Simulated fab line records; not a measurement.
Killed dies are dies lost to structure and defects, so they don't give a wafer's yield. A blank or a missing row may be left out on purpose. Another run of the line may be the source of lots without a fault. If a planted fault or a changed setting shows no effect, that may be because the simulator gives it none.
Split-lot study    flow berkeley cmos170    route with 331 steps; 5 lots, 23 wafers read

ABOUT THE SPLIT
At UCB170_M3_SPUTTER_01 (material Al, target thk 900 nm, time 120 s), the setting time s was moved away from the recipe's 120 s on 5 of the 23 wafers read, by -12.6% to -4.2%. This setting was run at the recipe's value on the other wafers.

BETWEEN THE SPLIT AND THE READING: the file shows 1 step in between
- UCB170_M3_RS_MEAS_02: measures by four-point-probe

THE READING
M3_AL_THK, in nm, at UCB170_M3_THK_MEAS_03 (measures by xrf). On this fab line, fault-free wafers typically give 906 nm with a standard deviation of 9.4 nm.

wafer   tool, chamber at the split  time s as run, s  against the recipe  M3_AL_THK, nm  against lot-mates on the recipe
L075.1  pvd sputter-01, -           120               recipe              891            -
L075.2  pvd sputter-01, -           120               recipe              889            -
L075.3  pvd sputter-01, -           120               recipe              907            -
L075.4  pvd sputter-01, -           120               recipe              894            -
L075.5  pvd sputter-01, -           120               recipe              895            -
L078.3  pvd sputter-02, -           120               recipe              919            -
L078.5  pvd sputter-02, -           120               recipe              906            -
L078.6  pvd sputter-02, -           120               recipe              913            -
L079.2  pvd sputter-01, -           120               recipe              909            -
L079.3  pvd sputter-01, -           120               recipe              910            -
L079.4  pvd sputter-01, -           120               recipe              910            -
L079.5  pvd sputter-01, -           120               recipe              914            -
L079.6  pvd sputter-01, -           120               recipe              914            -
L082.1  pvd sputter-01, -           120               recipe              893            -
L082.2  pvd sputter-01, -           120               recipe              888            -
L082.3  pvd sputter-01, -           114.9             -4.2%               850            -43
L082.4  pvd sputter-01, -           114.9             -4.2%               862            -31
L082.5  pvd sputter-01, -           120               recipe              897            -
L084.2  pvd sputter-04, -           104.9             -12.6%              795            -114
L084.3  pvd sputter-04, -           120               recipe              904            -
L084.4  pvd sputter-04, -           104.9             -12.6%              802            -107
L084.5  pvd sputter-04, -           104.9             -12.6%              800            -109
L084.6  pvd sputter-04, -           120               recipe              914            -

THE FIT
A straight line over all 23 wafers: M3_AL_THK changes by +8.45 nm for each +1% of time s; r = +0.97; the points scatter about the line by 10 nm.
The same after taking each lot's own level away (the mean of its wafers on the recipe; 23 wafers): +8.74 nm for each +1%; r = +0.99; scatter 4.8 nm.
The reading moves by 1.1e+02 nm for the largest change in time s, on that fit.
From 892.7 to 912.7 nm: that is the span of the lots' own levels, equal to 2.1 times the standard deviation above.
The two slopes are in agreement: the lot-to-lot level therefore moves the slope only a little.
Check: for one of the wafers moved furthest among these (-12.6%), held out of the fit, the line's prediction against its lot-mates is -108 nm. Against them it came out at -114 nm.

ADDITIONAL SPLITS CARRIED BY THESE WAFERS
Note: prior to the reading, these wafers also went through further splits. Each is held against what the fit with the lots' levels taken away leaves over:
other split on the same wafers         wafers away from the commonest value  r with M3_AL_THK (lot level and that fit taken away)
UCB170_CONTACT_COAT_10 spin rpm        7                                     -0.18
UCB170_CONTACT_ETCH_17 pressure mtorr  18                                    -0.01
UCB170_M1_COAT_04 resist thk nm        5                                     +0.26
UCB170_V1_PEB_10 peb temp c            9                                     -0.14
UCB170_V1_ETCH_14 time s               8                                     +0.02
UCB170_V2_CMP_02 leave above ref nm    9                                     +0.07
UCB170_V2_SOFTBAKE_08 time s           8                                     +0.05

THE WHOLE CHAIN: every reading that the file lists as answering this split, in the file's order
step                   what it does                                reading                                                                      change (the file's fit)                r (the file's)
UCB170_M3_SPUTTER_01   material Al, target thk 900 nm, time 120 s  Al_of_M3_SPUTTER_01.thk nm (the simulator's own value, which no gauge read)  +8.48 nm for each +1% of the setting   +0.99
UCB170_M3_RS_MEAS_02   measures by four-point-probe                M3_AL_RS                                                                     -0.000351 for each +1% of the setting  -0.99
UCB170_M3_THK_MEAS_03  measures by xrf                             M3_AL_THK                                                                    +8.71 for each +1% of the setting      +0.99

FILE'S OWN FIT
M3_AL_THK changes by +8.71 nm for each +1% of time s, r = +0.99.
